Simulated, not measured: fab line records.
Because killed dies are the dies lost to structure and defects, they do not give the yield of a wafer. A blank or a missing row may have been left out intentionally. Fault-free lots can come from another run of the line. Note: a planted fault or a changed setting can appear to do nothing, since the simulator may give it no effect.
8D (eight disciplines) problem report, filled in by code / flow berkeley_cmos170 / the parts of the form that need people (team, actions taken, sign-off) are left out

1. PROBLEM STATEMENT
Wafers free of any fault read 599 (standard deviation 3.7) for PFIELD_TW at UCB170_PFIELD_TW_MEAS_09, against a mean of 644 on 6 wafers of 2 lots. That puts it +12 standard deviations away from the usual mean.
Seen first at day 8 04:33 on film_metro-02, wafer L540.2. At this step, 42 wafers from 14 lots have a number in the record. Rule for "out", or "out of limits": more than 4 standard deviations from the usual mean. The other wafers with a number count as sound.

2. WHAT IT IS; WHAT IT IS NOT
question=which readings at this step | is=PFIELD_TW | is not=-
question=which lots | is=L540, L544 | is not=L530, L532, L533, L535, L536, L537, L538, L539, L541, L542, L547, L548
question=which wafers of those lots | is=all that have a number | is not=-
question=read on which gauges | is=film_metro-02, film_metro-03 | is not=film_metro-01
question=when | is=from day 8 04:33 | is not=up to then (24 sound wafers); but 12 sound wafers of L541, L542, L547, L548 came after

3. SUSPECTS, AND WHAT RULES EACH OUT
Counting: a tool at a process step up to the reading stays a suspect if it ran every lot that is out and no sound lot after the first of them.
- the gauge at UCB170_PFIELD_TW_MEAS_09 is ruled out. Those wafers that are out were read across 2 gauges (film_metro-02, film_metro-03).
- implanter-02 at UCB170_PFIELD_IMPLANT_07: kept. All lots that are out passed through it, beginning with L540 at day 8 04:19, and no sound lot followed; its final sound lot before that point was L539 at day 7 21:16. On those wafers its own readings are out: dose_ions_cm2, faraday_current_uA.
Left after counting: implanter-02 at UCB170_PFIELD_IMPLANT_07.

4. THE CAUSE (what the simulator had put in)
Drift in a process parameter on implanter-02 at UCB170_PFIELD_IMPLANT_07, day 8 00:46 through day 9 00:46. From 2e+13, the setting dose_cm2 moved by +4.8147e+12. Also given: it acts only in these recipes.
After counting, this tool was the only one left.

5. THE CHAIN OF EFFECTS, in route order
Each row: a reading where the mean over the struck wafers with a number is more than 3 standard deviations away from the usual. Scope: only readings with a usual standard deviation given in the record; hours: median across lots of the time from each lot's start at the first step in this table that gives one to its start at this step; sigmas: change in usual standard deviations.
hours=0; step=UCB170_PFIELD_IMPLANT_07; reading=dose_ions_cm2; usual=2.0006e+13; on struck wafers=2.4814e+13; change=+4.8078e+12; sigmas=+99 or more
hours=0; step=UCB170_PFIELD_IMPLANT_07; reading=faraday_current_uA; usual=63.4; on struck wafers=79.0; change=+15.6; sigmas=+12
hours=0; step=UCB170_PFIELD_TW_MEAS_09; reading=PFIELD_TW; usual=599; on struck wafers=644; change=+45; sigmas=+12
Process steps it contains:
- UCB170_PFIELD_IMPLANT_07
Later steps that measure or inspect, where all struck wafers having a row at the step show a number for every such reading and not one has moved that far: UCB170_CONTACT_OVL_MEAS_16.

6. WHAT WOULD HAVE CAUGHT IT SOONER
4 hours passed between the start of the fault at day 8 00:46 and the first reading out of limits at a measuring or inspecting step in this record, taken at day 8 04:33.
At UCB170_PFIELD_IMPLANT_07, the tool's own readings (dose_ions_cm2, faraday_current_uA) were out on each struck wafer the step has a row for, so an alarm limit on them would have fired on the first such wafer.
L544, from the lots that are out (2), started UCB170_PFIELD_IMPLANT_07 on implanter-02 later than day 8 04:33. A hold on the tool at that time would have spared it.
